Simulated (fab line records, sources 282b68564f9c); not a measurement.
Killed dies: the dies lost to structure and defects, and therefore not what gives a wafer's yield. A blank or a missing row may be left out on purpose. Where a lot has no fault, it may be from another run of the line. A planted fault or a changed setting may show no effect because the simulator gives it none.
Check for tools in common / flow ritCmos / Sampled: 14 lots, 42 wafers

## WHY THIS WAS OPENED
RIT_SDANNEAL_RS_MEAS_04, reading PSD_RS: flagged on 2 of 14 lots. Wafers without a fault read 115.74 ohm/sq, standard deviation 0.27.
Rule: a lot is flagged in two cases, either no wafer of it has a number, or all its wafers with numbers fall more than 4 standard deviations from that mean. The other lots count as sound.

lot=L501; measured=day 3 10:31; on=filmMetro-01; PSD_RS (ohm/sq), wafer by wafer=115.35 115.71 115.52; flag=
lot=L503; measured=day 3 23:33; on=filmMetro-04; PSD_RS (ohm/sq), wafer by wafer=115.90 116.00 116.07; flag=
lot=L506; measured=day 4 16:08; on=filmMetro-04; PSD_RS (ohm/sq), wafer by wafer=115.59 115.78 115.24; flag=
lot=L507; measured=day 4 20:50; on=filmMetro-01; PSD_RS (ohm/sq), wafer by wafer=115.62 115.51 116.01; flag=
lot=L508; measured=day 5 00:39; on=filmMetro-01; PSD_RS (ohm/sq), wafer by wafer=115.40 115.75 115.80; flag=
lot=L509; measured=day 5 01:04; on=filmMetro-02; PSD_RS (ohm/sq), wafer by wafer=115.50 115.31 115.53; flag=
lot=L510; measured=day 5 09:14; on=filmMetro-02; PSD_RS (ohm/sq), wafer by wafer=115.78 115.72 115.62; flag=
lot=L511; measured=day 5 13:40; on=filmMetro-01; PSD_RS (ohm/sq), wafer by wafer=115.52 115.77 115.66; flag=
lot=L512; measured=day 5 19:32; on=filmMetro-01; PSD_RS (ohm/sq), wafer by wafer=115.74 115.57 115.39; flag=
lot=L513; measured=day 5 23:28; on=filmMetro-04; PSD_RS (ohm/sq), wafer by wafer=115.89 115.74 116.20; flag=
lot=L515; measured=day 6 10:53; on=filmMetro-02; PSD_RS (ohm/sq), wafer by wafer=113.22 113.83 114.03; flag=FLAGGED
lot=L517; measured=day 6 18:58; on=filmMetro-04; PSD_RS (ohm/sq), wafer by wafer=113.83 113.74 113.80; flag=FLAGGED
lot=L518; measured=day 6 20:58; on=filmMetro-01; PSD_RS (ohm/sq), wafer by wafer=116.01 115.68 116.35; flag=
lot=L522; measured=day 7 17:50; on=filmMetro-04; PSD_RS (ohm/sq), wafer by wafer=115.81 115.55 115.63; flag=
On average the flagged lots' numbers are 113.74 ohm/sq, which is -2.00 ohm/sq against the usual, or -7 standard deviations.

## WHICH TOOL RAN EACH LOT
The record holds 3 process steps before the reading, out of a route of 202 steps. Each cell gives the tool, then ch followed by the chambers the sampled wafers passed through, then the start.
lot=L501; flag=; RIT_GATE_STRIP_20=plasmaAsher-01 ch 0,1, day 2 22:13; RIT_NSD_STRIP_09=plasmaAsher-03 ch 0,1, day 3 08:17; RIT_SDANNEAL_RTA_03=rtpAnneal-02 ch 0, day 3 10:27
lot=L503; flag=; RIT_GATE_STRIP_20=plasmaAsher-02 ch 0,1, day 3 10:44; RIT_NSD_STRIP_09=plasmaAsher-03 ch 0,1, day 3 21:27; RIT_SDANNEAL_RTA_03=rtpAnneal-02 ch 0, day 3 23:29
lot=L506; flag=; RIT_GATE_STRIP_20=plasmaAsher-01 ch 0,1, day 4 00:01; RIT_NSD_STRIP_09=plasmaAsher-04 ch 0,1, day 4 13:51; RIT_SDANNEAL_RTA_03=rtpAnneal-01 ch 0, day 4 16:01
lot=L507; flag=; RIT_GATE_STRIP_20=plasmaAsher-01 ch 0,1, day 4 08:32; RIT_NSD_STRIP_09=plasmaAsher-03 ch 0,1, day 4 18:35; RIT_SDANNEAL_RTA_03=rtpAnneal-02 ch 0, day 4 20:47
lot=L508; flag=; RIT_GATE_STRIP_20=plasmaAsher-01 ch 0, day 4 11:13; RIT_NSD_STRIP_09=plasmaAsher-02 ch 1, day 4 22:14; RIT_SDANNEAL_RTA_03=rtpAnneal-01 ch 0, day 5 00:32
lot=L509; flag=; RIT_GATE_STRIP_20=plasmaAsher-03 ch 0,1, day 4 11:28; RIT_NSD_STRIP_09=plasmaAsher-04 ch 0,1, day 4 22:48; RIT_SDANNEAL_RTA_03=rtpAnneal-02 ch 0, day 5 00:59
lot=L510; flag=; RIT_GATE_STRIP_20=plasmaAsher-02 ch 0,1, day 4 20:49; RIT_NSD_STRIP_09=plasmaAsher-04 ch 0,1, day 5 07:09; RIT_SDANNEAL_RTA_03=rtpAnneal-01 ch 0, day 5 09:10
lot=L511; flag=; RIT_GATE_STRIP_20=plasmaAsher-01 ch 0,1, day 5 00:01; RIT_NSD_STRIP_09=plasmaAsher-02 ch 0,1, day 5 11:34; RIT_SDANNEAL_RTA_03=rtpAnneal-02 ch 0, day 5 13:36
lot=L512; flag=; RIT_GATE_STRIP_20=plasmaAsher-03 ch 0,1, day 5 07:05; RIT_NSD_STRIP_09=plasmaAsher-02 ch 0,1, day 5 17:21; RIT_SDANNEAL_RTA_03=rtpAnneal-01 ch 0, day 5 19:28
lot=L513; flag=; RIT_GATE_STRIP_20=plasmaAsher-03 ch 0,1, day 5 10:59; RIT_NSD_STRIP_09=plasmaAsher-02 ch 0,1, day 5 21:05; RIT_SDANNEAL_RTA_03=rtpAnneal-02 ch 0, day 5 23:24
lot=L515; flag=FLAGGED; RIT_GATE_STRIP_20=plasmaAsher-01 ch 0,1, day 5 19:56; RIT_NSD_STRIP_09=plasmaAsher-02 ch 0,1, day 6 08:29; RIT_SDANNEAL_RTA_03=rtpAnneal-02 ch 0, day 6 10:48
lot=L517; flag=FLAGGED; RIT_GATE_STRIP_20=plasmaAsher-02 ch 0,1, day 6 05:45; RIT_NSD_STRIP_09=plasmaAsher-03 ch 0,1, day 6 16:46; RIT_SDANNEAL_RTA_03=rtpAnneal-02 ch 0, day 6 18:55
lot=L518; flag=; RIT_GATE_STRIP_20=plasmaAsher-02 ch 0,1, day 6 07:25; RIT_NSD_STRIP_09=plasmaAsher-02 ch 0,1, day 6 18:51; RIT_SDANNEAL_RTA_03=rtpAnneal-01 ch 0, day 6 20:54
lot=L522; flag=; RIT_GATE_STRIP_20=plasmaAsher-01 ch 0, day 7 04:10; RIT_NSD_STRIP_09=plasmaAsher-04 ch 1, day 7 15:37; RIT_SDANNEAL_RTA_03=rtpAnneal-01 ch 0, day 7 17:46
What is done by these steps:
- RIT_GATE_STRIP_20: strips in O2, time 180 s.
- RIT_NSD_STRIP_09: strips in O2, time 180 s.
- RIT_SDANNEAL_RTA_03: time 5 s.
- RIT_SDANNEAL_RS_MEAS_04: measures by four-point-probe.

## FLAGGED AGAINST TOTAL, ONE TOOL AT A TIME (gauges that did the reading follow at the end)
step=RIT_GATE_STRIP_20; tool=plasmaAsher-01; lots run=7; flagged=1; share of the flagged lots=some; sound lots run after its first flagged lot=1 (L522)
step=RIT_GATE_STRIP_20; tool=plasmaAsher-02; lots run=4; flagged=1; share of the flagged lots=some; sound lots run after its first flagged lot=1 (L518)
step=RIT_GATE_STRIP_20; tool=plasmaAsher-03; lots run=3; flagged=0; share of the flagged lots=none; sound lots run after its first flagged lot=-
step=RIT_NSD_STRIP_09; tool=plasmaAsher-02; lots run=6; flagged=1; share of the flagged lots=some; sound lots run after its first flagged lot=1 (L518)
step=RIT_NSD_STRIP_09; tool=plasmaAsher-03; lots run=4; flagged=1; share of the flagged lots=some; sound lots run after its first flagged lot=0
step=RIT_NSD_STRIP_09; tool=plasmaAsher-04; lots run=4; flagged=0; share of the flagged lots=none; sound lots run after its first flagged lot=-
step=RIT_SDANNEAL_RTA_03; tool=rtpAnneal-01; lots run=6; flagged=0; share of the flagged lots=none; sound lots run after its first flagged lot=-
step=RIT_SDANNEAL_RTA_03; tool=rtpAnneal-02; lots run=8; flagged=2; share of the flagged lots=all; sound lots run after its first flagged lot=0
step=RIT_SDANNEAL_RS_MEAS_04; tool=filmMetro-01; lots run=6; flagged=0; share of the flagged lots=none; sound lots run after its first flagged lot=-
step=RIT_SDANNEAL_RS_MEAS_04; tool=filmMetro-02; lots run=3; flagged=1; share of the flagged lots=some; sound lots run after its first flagged lot=0
step=RIT_SDANNEAL_RS_MEAS_04; tool=filmMetro-04; lots run=5; flagged=1; share of the flagged lots=some; sound lots run after its first flagged lot=1 (L522)

## WHAT IS ALLOWED BY THE TABLE
Rows of the table that ran each flagged lot: 1, that is rtpAnneal-02 at RIT_SDANNEAL_RTA_03.
- rtpAnneal-02 at RIT_SDANNEAL_RTA_03 ran 8 lots, 2 of them flagged. A fault beginning between L513 (day 5 23:24), its last sound lot, and L515 (day 6 10:48), its first flagged one, fits the data.
rtpAnneal-02 at RIT_SDANNEAL_RTA_03 is the single tool remaining.

## WHAT HAD BEEN PUT IN BY THE SIMULATOR
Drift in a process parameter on rtpAnneal-02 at RIT_SDANNEAL_RTA_03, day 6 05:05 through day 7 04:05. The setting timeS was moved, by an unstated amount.
Struck lots among those shown: L515, L517. The rule given above showed the same thing.
